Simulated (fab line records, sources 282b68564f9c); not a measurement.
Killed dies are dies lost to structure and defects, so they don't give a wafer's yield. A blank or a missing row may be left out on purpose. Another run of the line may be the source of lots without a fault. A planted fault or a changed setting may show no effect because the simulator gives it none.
fab line records	flow rit-cmos
record lots=14	wafers=42	last-day=7
route steps=202 shown SDANNEAL@156 PSD@157 NSD@158 PLDD@159 NLDD@160 M1@202
lots untouched by any fault: they come from a run of this same line in which no faults occurred
start-h: the number of hours between the record's first day and the start of the first shown wafer of the lot	wait-h: hours from the lot's prior step to this one	" identical to the entry in the row above	L1.1+2: one row covering several wafers at once	- either no value or no given start	* or withheld: withheld	< > ~ a bound
route shown NAME@n: NAME is a module with steps in the file, n the number in the route of the first one	usual: the fault-free wafers' mean and standard deviation	same: alike in all rows	chamber/n: place in a boat	sites: readings site by site	_std_site: the standard deviation of these	_edge_site: the outer-site mean with the inner-site mean subtracted	radius-mm: for every site, how far away it sits from the centre of the wafer	mask NAME#n: copy n	behind: the most recent tool/chamber to have shaped the wafer	hold: the reason the lot was held/the length of the hold in hours/how it ended	device: names the non-switching transistor (n, p or np)	end of line: the tests these same wafers got at the end of their route	step lacking rows: just its recipe	killed: dies that structure and defects cost at the first sort, which is not the same as the wafer's yield	map: a wafer's dies, marking killed ones x, the rest . and places with no die _
set.NAME: the setting that was run; set.NAME@STEP: the one run at that earlier step	model.NAME: the simulator's own value behind a step, which no gauge read
one table for each step of the route and one row for each wafer, over a sample of lots
services: a tool's chamber out of use, with start hour (start-h, from the record's first day; less than 0 if before it), hours out, and reason
## steps
# step RIT_SDANNEAL_RTA_03
# recipe temp-c=1050	time-s=5	idle-temp-c=600	ramp-up-c-per-s=342	ramp-down-c-per-s=171	cool-to-c=600	ambient=N2
# usual wafer_temp_C_max=1053.7/1.2
lot.wafer	tool	chamber	start-h	wait-h	wafer_temp_C_max
L606.2	rtp-anneal-01	0	55.57	0.0	1052.7
L606.5	"	0	"	"	1053.6
L606.6	"	0	"	"	1052.8
L608.2	rtp-anneal-01	0	64.78	0.0	1053.7
L608.4	"	0	"	"	1053.1
L608.5	"	0	"	"	1055.8
L609.2	rtp-anneal-02	0	68.41	0.0	1053.7
L609.4	"	0	"	"	1056.5
L609.6	"	0	"	"	1052.7
L610.1	rtp-anneal-01	0	75.47	0.0	1052.3
L610.4	"	0	"	"	1053.7
L610.6	"	0	"	"	1052.4
L611.1	rtp-anneal-02	0	80.74	0.0	1052.6
L611.3	"	0	"	"	1052.2
L611.6	"	0	"	"	1055.2
L613.2	rtp-anneal-02	0	89.53	0.0	1053.8
L613.5	"	0	"	"	1056.3
L613.6	"	0	"	"	1053.8
L614.1	rtp-anneal-01	0	95.79	0.0	1056.2
L614.3	"	0	"	"	1054.7
L614.6	"	0	"	"	1053.3
L615.1	rtp-anneal-02	0	102.40	0.0	1054.6
L615.2	"	0	"	"	1053.5
L615.3	"	0	"	"	1054.1
L619.2	rtp-anneal-02	0	116.73	0.0	1053.0
L619.3	"	0	"	"	1052.8
L619.4	"	0	"	"	1052.2
L620.2	rtp-anneal-01	0	123.79	0.0	1053.2
L620.4	"	0	"	"	1056.1
L620.6	"	0	"	"	1053.1
L621.1	rtp-anneal-02	0	129.05	0.0	1056.2
L621.2	"	0	"	"	1054.6
L621.6	"	0	"	"	1054.1
L622.1	rtp-anneal-01	0	131.20	0.0	1051.8
L622.3	"	0	"	"	1051.7
L622.6	"	0	"	"	1054.6
L624.1	rtp-anneal-01	0	143.87	0.0	1053.2
L624.4	"	0	"	"	1052.0
L624.6	"	0	"	"	1055.0
L628.2	rtp-anneal-01	0	164.15	0.0	1053.3
L628.4	"	0	"	"	1054.9
L628.6	"	0	"	"	1054.5
# step RIT_SDANNEAL_RS_MEAS_04
# recipe thk-meas-gauge=four-point-probe
# usual PSD_RS=115.93/0.26
lot.wafer	tool	chamber	start-h	wait-h	PSD_RS[ohm/sq]
L606.2	film-metro-03	-	55.64	0.1	116.07
L606.5	"	-	"	"	116.24
L606.6	"	-	"	"	115.92
L608.2	film-metro-03	-	64.85	0.1	115.36
L608.4	"	-	"	"	115.60
L608.5	"	-	"	"	116.10
L609.2	film-metro-04	-	68.48	0.1	116.16
L609.4	"	-	"	"	116.22
L609.6	"	-	"	"	116.23
L610.1	film-metro-02	-	75.53	0.0	116.14
L610.4	"	-	"	"	115.94
L610.6	"	-	"	"	115.99
L611.1	film-metro-03	-	80.80	0.0	115.84
L611.3	"	-	"	"	115.46
L611.6	"	-	"	"	115.54
L613.2	film-metro-04	-	89.59	0.1	115.83
L613.5	"	-	"	"	115.43
L613.6	"	-	"	"	115.69
L614.1	film-metro-04	-	95.84	0.0	116.27
L614.3	"	-	"	"	116.17
L614.6	"	-	"	"	116.07
L615.1	film-metro-04	-	102.46	0.0	116.28
L615.2	"	-	"	"	115.64
L615.3	"	-	"	"	116.17
L619.2	film-metro-03	-	116.80	-	72.60
L619.3	"	-	"	"	72.74
L619.4	"	-	"	"	72.85
L620.2	film-metro-02	-	123.86	0.1	115.77
L620.4	"	-	"	"	115.95
L620.6	"	-	"	"	115.85
L621.1	film-metro-04	-	129.11	-	72.49
L621.2	"	-	"	"	72.50
L621.6	"	-	"	"	72.26
L622.1	film-metro-04	-	131.25	0.0	116.07
L622.3	"	-	"	"	115.86
L622.6	"	-	"	"	115.96
L624.1	film-metro-04	-	143.93	0.0	115.61
L624.4	"	-	"	"	115.84
L624.6	"	-	"	"	115.57
L628.2	film-metro-03	-	164.21	0.1	116.38
L628.4	"	-	"	"	116.55
L628.6	"	-	"	"	116.28
# step RIT_SDANNEAL_RS_MEAS_05
# recipe thk-meas-gauge=four-point-probe
# usual NSD_RS=84.58/0.25
lot.wafer	tool	chamber	start-h	wait-h	NSD_RS[ohm/sq]
L606.2	film-metro-03	-	55.76	0.1	84.47
L606.5	"	-	"	"	84.89
L606.6	"	-	"	"	84.45
L608.2	film-metro-03	-	64.97	0.1	84.49
L608.4	"	-	"	"	84.33
L608.5	"	-	"	"	84.40
L609.2	film-metro-04	-	68.60	0.1	84.58
L609.4	"	-	"	"	84.88
L609.6	"	-	"	"	84.74
L610.1	film-metro-02	-	75.65	0.1	84.95
L610.4	"	-	"	"	84.49
L610.6	"	-	"	"	84.58
L611.1	film-metro-03	-	80.92	0.1	84.73
L611.3	"	-	"	"	84.88
L611.6	"	-	"	"	84.45
L613.2	film-metro-04	-	89.71	0.1	84.73
L613.5	"	-	"	"	84.84
L613.6	"	-	"	"	84.63
L614.1	film-metro-04	-	95.96	0.1	84.49
L614.3	"	-	"	"	84.07
L614.6	"	-	"	"	84.60
L615.1	film-metro-04	-	102.58	0.1	84.63
L615.2	"	-	"	"	84.42
L615.3	"	-	"	"	84.36
L619.2	film-metro-03	-	116.92	0.1	77.67
L619.3	"	-	"	"	77.43
L619.4	"	-	"	"	77.49
L620.2	film-metro-02	-	123.98	0.1	84.25
L620.4	"	-	"	"	84.16
L620.6	"	-	"	"	84.04
L621.1	film-metro-04	-	129.23	0.1	77.72
L621.2	"	-	"	"	77.41
L621.6	"	-	"	"	77.78
L622.1	film-metro-04	-	131.37	0.1	84.51
L622.3	"	-	"	"	84.59
L622.6	"	-	"	"	84.63
L624.1	film-metro-04	-	144.05	0.1	84.19
L624.4	"	-	"	"	84.15
L624.6	"	-	"	"	84.48
L628.2	film-metro-03	-	164.33	0.1	84.67
L628.4	"	-	"	"	84.74
L628.6	"	-	"	"	84.44
# step RIT_SDANNEAL_RS_MEAS_06
# recipe thk-meas-gauge=four-point-probe
# usual PLDD_RS=178.8/0.34
lot.wafer	tool	chamber	start-h	wait-h	PLDD_RS[ohm/sq]
L606.2	film-metro-03	-	55.88	0.1	178.8
L606.5	"	-	"	"	178.5
L606.6	"	-	"	"	178.0
L608.2	film-metro-03	-	65.09	0.1	178.3
L608.4	"	-	"	"	178.8
L608.5	"	-	"	"	178.6
L609.2	film-metro-04	-	68.72	0.1	178.3
L609.4	"	-	"	"	178.4
L609.6	"	-	"	"	178.6
L610.1	film-metro-02	-	75.77	0.1	179.2
L610.4	"	-	"	"	178.5
L610.6	"	-	"	"	178.8
L611.1	film-metro-03	-	81.04	0.1	178.7
L611.3	"	-	"	"	179.1
L611.6	"	-	"	"	178.8
L613.2	film-metro-04	-	89.83	0.1	179.2
L613.5	"	-	"	"	178.5
L613.6	"	-	"	"	178.8
L614.1	film-metro-04	-	96.08	0.1	178.7
L614.3	"	-	"	"	178.7
L614.6	"	-	"	"	178.6
L615.1	film-metro-04	-	102.70	0.1	179.3
L615.2	"	-	"	"	178.8
L615.3	"	-	"	"	178.9
L619.2	film-metro-03	-	117.04	0.1	142.0
L619.3	"	-	"	"	141.8
L619.4	"	-	"	"	142.1
L620.2	film-metro-02	-	124.10	0.1	178.5
L620.4	"	-	"	"	178.3
L620.6	"	-	"	"	178.1
L621.1	film-metro-04	-	129.35	0.1	141.1
L621.2	"	-	"	"	141.3
L621.6	"	-	"	"	141.5
L622.1	film-metro-04	-	131.49	0.1	179.4
L622.3	"	-	"	"	178.9
L622.6	"	-	"	"	179.2
L624.1	film-metro-04	-	144.17	0.1	178.6
L624.4	"	-	"	"	178.8
L624.6	"	-	"	"	178.8
L628.2	film-metro-03	-	164.45	0.1	179.4
L628.4	"	-	"	"	179.1
L628.6	"	-	"	"	179.5
# step RIT_SDANNEAL_RS_MEAS_07
# recipe thk-meas-gauge=four-point-probe
# usual NLDD_RS=151.8/0.5
lot.wafer	tool	chamber	start-h	wait-h	NLDD_RS[ohm/sq]
L606.2	film-metro-03	-	56.00	0.1	152.1
L606.5	"	-	"	"	152.0
L606.6	"	-	"	"	152.0
L608.2	film-metro-03	-	65.21	0.1	152.0
L608.4	"	-	"	"	151.8
L608.5	"	-	"	"	151.5
L609.2	film-metro-04	-	68.84	0.1	152.4
L609.4	"	-	"	"	151.9
L609.6	"	-	"	"	151.9
L610.1	film-metro-02	-	75.89	0.1	151.6
L610.4	"	-	"	"	151.3
L610.6	"	-	"	"	151.5
L611.1	film-metro-03	-	81.16	0.1	151.9
L611.3	"	-	"	"	151.9
L611.6	"	-	"	"	151.8
L613.2	film-metro-04	-	89.95	0.1	151.0
L613.5	"	-	"	"	151.0
L613.6	"	-	"	"	151.2
L614.1	film-metro-04	-	96.20	0.1	151.6
L614.3	"	-	"	"	151.0
L614.6	"	-	"	"	151.2
L615.1	film-metro-04	-	102.82	0.1	151.0
L615.2	"	-	"	"	150.9
L615.3	"	-	"	"	150.8
L619.2	film-metro-03	-	117.16	0.1	144.0
L619.3	"	-	"	"	143.5
L619.4	"	-	"	"	143.4
L620.2	film-metro-02	-	124.22	0.1	152.2
L620.4	"	-	"	"	152.5
L620.6	"	-	"	"	151.6
L621.1	film-metro-04	-	129.47	0.1	142.6
L621.2	"	-	"	"	143.3
L621.6	"	-	"	"	143.0
L622.1	film-metro-04	-	131.61	0.1	152.2
L622.3	"	-	"	"	152.5
L622.6	"	-	"	"	152.4
L624.1	film-metro-04	-	144.29	0.1	152.1
L624.4	"	-	"	"	151.6
L624.6	"	-	"	"	151.6
L628.2	film-metro-03	-	164.57	0.1	152.0
L628.4	"	-	"	"	151.8
L628.6	"	-	"	"	151.9
# step RIT_M1_PROBE_99
# usual killed-at-contacts=0.0/0.16	killed-at-front-end=7.1/2.7	killed-dies=7.2/2.7	killed-open=3.5/1.9	killed-short=3.6/1.9
# same gross-dies=264	killed_at_M0_to_M3=0	killed_at_M4_up=0	killed-at-back-side=0	killed-at-other=0
lot.wafer	tool	chamber	start-h	wait-h	killed-at-contacts	killed-at-front-end	killed-dies	killed-open	killed-short
L620.2	prober-02	-	131.47	0.1	0	7	7	3	4
L620.4	prober-02	-	131.57	0.2	0	10	10	4	5
L620.6	prober-02	-	131.67	0.2	0	7	7	2	5
L621.1	prober-01	-	136.54	0.1	0	5	5	0	5
L621.2	prober-01	-	136.59	0.1	0	6	6	2	4
L621.6	prober-01	-	136.79	0.2	0	7	7	3	4
# killed by level:class
L620.2 GATE:geometric-particle:short=2 GATE:geometric-particle:open=2 FOX1:geometric-particle:short=1 REOX:geometric-particle:open=1 REOX:geometric-particle:short=1
L620.4 GATE:geometric-particle:short=3 GATE:geometric-particle:open=1 REOX:geometric-particle:open=1 REOX:geometric-particle:short=1 SPACER:geometric-particle:open=1 SILICIDE:geometric-particle:short=1 SILICIDE:geometric-particle:open=1 PLDD:coat-microbubble-printed=1
L620.6 SPACER:geometric-particle:short=3 GATE:geometric-particle:open=2 GATE:geometric-particle:short=1 REOX:geometric-particle:short=1
L621.1 GATE:geometric-particle:short=3 FOX2:geometric-particle:short=1 SPACER:geometric-particle:short=1
L621.2 GATE:geometric-particle:short=2 SILICIDE:geometric-particle:short=2 FOX1:geometric-particle:open=1 SILICIDE:geometric-particle:open=1
L621.6 GATE:geometric-particle:short=3 GATE:geometric-particle:open=2 REOX:geometric-particle:open=1 SPACER:geometric-particle:short=1
## services
tool	chamber	start-h	hours	kind
rtp-anneal-01	-	158.18	3.7	pm
## key
first-sign step=RIT_SDANNEAL_RS_MEAS_04	reading=PSD_RS	direction=down	sigmas=99+	usual=115.93	struck=72.57
effect step=RIT_SDANNEAL_RS_MEAS_05	reading=NSD_RS	direction=down	sigmas=28	usual=84.58	struck=77.58
effect step=RIT_SDANNEAL_RS_MEAS_06	reading=PLDD_RS	direction=down	sigmas=99+	usual=178.8	struck=141.6
effect step=RIT_SDANNEAL_RS_MEAS_07	reading=NLDD_RS	direction=down	sigmas=17	usual=151.8	struck=143.3
met-at RIT_SDANNEAL_RTA_03
struck-lots L619,L621
tester-left-out L619,L621
onset-between 102.40 116.73
fault kind=process-parameter-drift	tool=rtp-anneal-02	chamber=-	onset-h=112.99	steps=RIT_SDANNEAL_RTA_03	channel=time-s	offset=*	shape=step	end-h=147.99	acts-in=*	stated=*
# tester-left-out: of these lots the tester's yield and bins aren't shown, on N5 and GAA mostly nor the transistor test; their killed dies are dies lost to structure and defects alone, not to doping, threshold or leakage, so they don't give the yield
